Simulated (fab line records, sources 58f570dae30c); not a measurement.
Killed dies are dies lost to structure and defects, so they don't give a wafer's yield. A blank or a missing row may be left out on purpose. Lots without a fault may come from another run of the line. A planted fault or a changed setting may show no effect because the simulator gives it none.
One fault seen from 2 desks | flow berkeley_cmos170 | each desk has only its own numbers; what lay behind them comes last

THE METROLOGY DESK
What the gauges read, lot by lot, whatever tool the lot ran on: means of the sampled wafers that have a number. A lot is out of limits, marked OUT, if its mean lies more than 4 standard deviations from the usual mean; the brackets give that distance.
Columns: A = cd_nm at UCB170_M1_CD_MEAS_09, usual 700.4 nm
lot  | first seen here | A
L436 | day 7 23:15     | 699.4
L438 | day 8 12:17     | 699.5
L437 | day 8 13:35     | 701.4
L440 | day 8 13:46     | 700.0
L439 | day 8 15:31     | 700.4
L442 | day 9 04:41     | 700.2
L441 | day 9 05:14     | 701.0
L451 | day 11 09:35    | 701.8
L454 | day 11 14:38    | 700.0
L455 | day 11 21:52    | 700.1
L459 | day 12 16:14    | 700.7
L458 | day 12 16:59    | 698.8
This desk's finding: nothing out of limits on any of the 12 lots.

THE TOOL OWNER'S DESK: rie_diel-04
The tool's own readings at UCB170_M1_ETCH_11 (etches BARC in N2/H2): means of the sampled wafers that have a number, for each lot that ran on this tool. A lot is out of limits, marked OUT, if its mean lies more than 4 standard deviations from the usual mean; the brackets give that distance.
Columns: A = drypump_motor_current_A at UCB170_M1_ETCH_11, usual 5.5 A; B = h2_flow_sccm at UCB170_M1_ETCH_11, usual 200.0 sccm; C = oes_product_au at UCB170_M1_ETCH_11, usual 0.998 a.u.; D = rf_fwd_power_W at UCB170_M1_ETCH_11, usual 494.6 W; E = throttle_valve_pct at UCB170_M1_ETCH_11, usual 13.37 %
lot  | first seen here | A   | B     | C     | D               | E
L437 | day 8 13:43     | 5.4 | 199.7 | 1.003 | 494.9           | 13.39
L451 | day 11 09:44    | 5.5 | 199.6 | 1.025 | 521.8 (+12) OUT | 13.40
This desk's finding: out of limits on L451; first on L451, day 11 09:44 (rf_fwd_power_W at UCB170_M1_ETCH_11). In limits: L437.

PUT TOGETHER
The tool owner's desk could have raised an alarm at day 11 09:44, on L451.
The metrology desk saw nothing out of limits.
The metrology desk has L451 on record, within its limits.
Of the lots named, all ran UCB170_M1_ETCH_11 on rie_diel-04.

WHAT THE SIMULATOR HAD PUT IN
Process parameter drift: rie_diel-04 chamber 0, from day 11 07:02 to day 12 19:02, at UCB170_M1_ETCH_11. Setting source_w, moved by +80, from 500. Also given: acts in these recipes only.
Lots struck among those shown: L451.
Hours from the fault's start to each desk's first reading out of limits: the tool owner's desk, 3.
